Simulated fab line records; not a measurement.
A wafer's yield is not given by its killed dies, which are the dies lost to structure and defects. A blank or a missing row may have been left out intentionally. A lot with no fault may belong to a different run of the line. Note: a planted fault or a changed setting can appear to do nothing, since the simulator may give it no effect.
Problem report, 8D (eight disciplines) form, completed by code :: flow rit-cmos :: the parts of the form that need people (team, actions taken, sign-off) are left out

== 1. THE ISSUE ==
Mean of cd-nm at RIT_CONTACT_CD_MEAS_08: 987.1 nm across 6 wafers in 2 lots; on wafers with no fault it is 999.8 nm (standard deviation 2.2). Measured from the usual mean, that is -5.7 standard deviations.
The step: target cd 1000 nm.
Earliest sighting: wafer L715.2 on cd-sem-02 at day 6 09:45. The record holds 42 wafers of 14 lots with a number at this step. By rule, "out" or "out of limits" means more than 4 standard deviations away from the usual mean. All remaining wafers that have a number are taken as sound.

== 2. WHAT THIS IS AND IS NOT ==
question: which readings at this step
is: cd-nm
is not: -

question: which lots
is: L715, L716
is not: L700, L701, L702, L703, L704, L705, L706, L707, L708, L710, L713, L722

question: which wafers of those lots
is: all that have a number
is not: -

question: read on which gauges
is: cd-sem-01, cd-sem-02
is not: -

question: when
is: from day 6 09:45
is not: up to then (33 sound wafers); but 3 sound wafers of L722 came after

== 3. THE SUSPECTS, EACH WITH WHAT RULES IT OUT ==
Counting: any tool at a process step up to the reading is kept as a suspect provided that every lot that is out went through it and no sound lot did after the first of them.
- the gauge at RIT_CONTACT_CD_MEAS_08 has been ruled out. The wafers that are out were read on 2 gauges (cd-sem-01, cd-sem-02).
- litho-track-01 at RIT_CONTACT_DEVELOP_07 (develop time 120 s): kept. It ran every lot that is out, first L715 (day 6 09:00), and no sound lot after that; its last sound lot up to then is L708 (day 4 21:00). Its own developer-temp-C readings are out on those wafers.
Remaining after the count: litho-track-01 at RIT_CONTACT_DEVELOP_07.

== 4. THE CAUSE (what the simulator had put in) ==
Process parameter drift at RIT_CONTACT_DEVELOP_07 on litho-track-01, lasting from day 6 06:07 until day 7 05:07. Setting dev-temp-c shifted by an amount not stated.
Counting left only this tool.

== 5. THE EFFECT CHAIN, in route order ==
Rows list readings where the struck wafers' mean (over those with a number) sits beyond 3 standard deviations from the usual. Only readings whose record carries a usual standard deviation are examined. hours: median over the lots of the time between each lot's start at the first step of this table that gives one and its start at this step. sigmas: the change, counted in usual standard deviations.
hours: 0
step: RIT_CONTACT_DEVELOP_07
reading: developer-temp-C
usual: 23.00 C
on struck wafers: 25.19
change: +2.19
sigmas: +22

hours: 1
step: RIT_CONTACT_CD_MEAS_08
reading: cd-nm
usual: 999.8 nm
on struck wafers: 987.1
change: -12.6
sigmas: -5.7
The process steps in it:
- RIT_CONTACT_DEVELOP_07: develop time 120 s.

== 6. WHAT WOULD HAVE CAUGHT IT SOONER ==
The first out-of-limits reading at a measuring or inspecting step in this record came at day 6 09:45, 4 hours after the fault's start at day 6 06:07.
At RIT_CONTACT_DEVELOP_07, the tool's own readings (developer-temp-C) were out on each struck wafer the step has a row for, so an alarm limit on them would have fired on the first such wafer.
Lots out: 2; of these, L716 started RIT_CONTACT_DEVELOP_07 on litho-track-01 after day 6 09:45. Holding the tool at that time would have saved it.
